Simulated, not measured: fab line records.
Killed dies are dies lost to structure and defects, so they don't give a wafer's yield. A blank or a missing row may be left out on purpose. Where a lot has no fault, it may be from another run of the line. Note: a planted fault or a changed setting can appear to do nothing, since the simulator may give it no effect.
Problem report in the 8D (eight disciplines) form, filled by code ; flow berkeleyCmos170 ; the parts of the form that need people (team, actions taken, sign-off) are left out

## 1. WHAT WENT WRONG
M1_AL_RS at UCB170_M1_RS_MEAS_01 reads a mean of 0.0299 ohm/sq on 2 wafers of 1 lot; wafers without a fault read 0.0486 ohm/sq with a standard deviation of 0.00042. Relative to the usual mean, that is a shift of -45 standard deviations.
The step: measures by four-point-probe.
First seen on wafer L904.2, day 10 17:12, on filmMetro-02. The record holds 39 wafers of 13 lots with a number at this step. Rule for "out" (also "out of limits"): further than 4 standard deviations from the usual mean. All remaining wafers that have a number are taken as sound.

## 2. WHAT IT IS AND WHAT IT IS NOT
question;is;is not
which readings at this step;M1_AL_RS;-
which lots;L904;L887, L889, L891, L892, L893, L894, L895, L896, L897, L898, L900, L906
which wafers of those lots;L904.2, L904.6;L904.5
read on which gauges;filmMetro-02;filmMetro-01, filmMetro-03
when;from day 10 17:12;"up to then (34 sound wafers); but 3 sound wafers of L906 came after"

## 3. SUSPECTS, AND WHAT RULES EACH OUT
Counting: if a tool at a process step up to the reading ran every lot that is out, it stays a suspect. Sound lots after the first of them don't rule it out here, since some wafers of a struck lot are sound.
- ruled out: the gauge at UCB170_M1_RS_MEAS_01. All the wafers that are out were read on filmMetro-02, but those of them that UCB170_M1_METAL_ETCH_12 has rows for are out there too, on other tools.
- rieDiel-04 at UCB170_GATE_ETCH_14 (etches BARC in N2/H2): kept. It ran the lot that is out, L904 (day 9 19:09); its last sound lot up to then is L892 (day 8 04:36).
- pvdSputter-04 at UCB170_M1_SPUTTER_00 (material Al, target thk 600 nm, time 80 s): kept. It ran the lot that is out, L904 (day 10 17:07); its last sound lot up to then is L898 (day 9 18:46).
- Within rieDiel-04 at UCB170_GATE_ETCH_14: the wafers that are out ran in chambers 0, 2; their sound lot-mates ran in chamber 1.
What counting leaves: rieDiel-04 at UCB170_GATE_ETCH_14 and pvdSputter-04 at UCB170_M1_SPUTTER_00.

## 4. THE CAUSE (what the simulator had put in)
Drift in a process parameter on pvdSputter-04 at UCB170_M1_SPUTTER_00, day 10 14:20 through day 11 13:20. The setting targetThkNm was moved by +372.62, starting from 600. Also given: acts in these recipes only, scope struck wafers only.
Counting left 2 suspects, and this tool is among them.

## 5. SEQUENCE OF EFFECTS, ordered by route
Each row: a reading whose mean over the struck wafers that have a number lies more than 3 standard deviations from the usual. Readings are gone through only where the record gives a usual standard deviation; hours: the median, over the lots, of the time from a lot's start at the first step in this table giving one to that lot's start at this step; sigmas: the change measured in usual standard deviations.
hours;step;reading;usual;on struck wafers;change;sigmas
0;UCB170_M1_RS_MEAS_01;M1_AL_RS;0.0486 ohm/sq;0.0299;-0.0187;-45
0;UCB170_M1_THK_MEAS_02;M1_AL_THK;603 nm;975;+372;+61
1;UCB170_M1_METAL_ETCH_12;oesProductAu;0.862 a.u.;0.998;+0.136;+8.5
Here are the process steps it includes:
- UCB170_M1_METAL_ETCH_12: etches Al in Cl2/BCl3, stops on PSG, target depth 780 nm, time 130 s.

## 6. HOW IT WOULD HAVE BEEN CAUGHT EARLIER
Counted from the fault's start at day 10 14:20, it took 3 hours until the first out-of-limits reading at a measuring or inspecting step in this record, taken at day 10 17:12.
Of the tool readings at UCB170_M1_SPUTTER_00 for which the record gives a usual standard deviation, none was out on any struck wafer, so an alarm limit of 4 standard deviations on them would not have fired.
By day 10 17:12, every lot that is out (1) had started UCB170_M1_SPUTTER_00 on pvdSputter-04. None of them would have been spared by holding the tool at that moment.
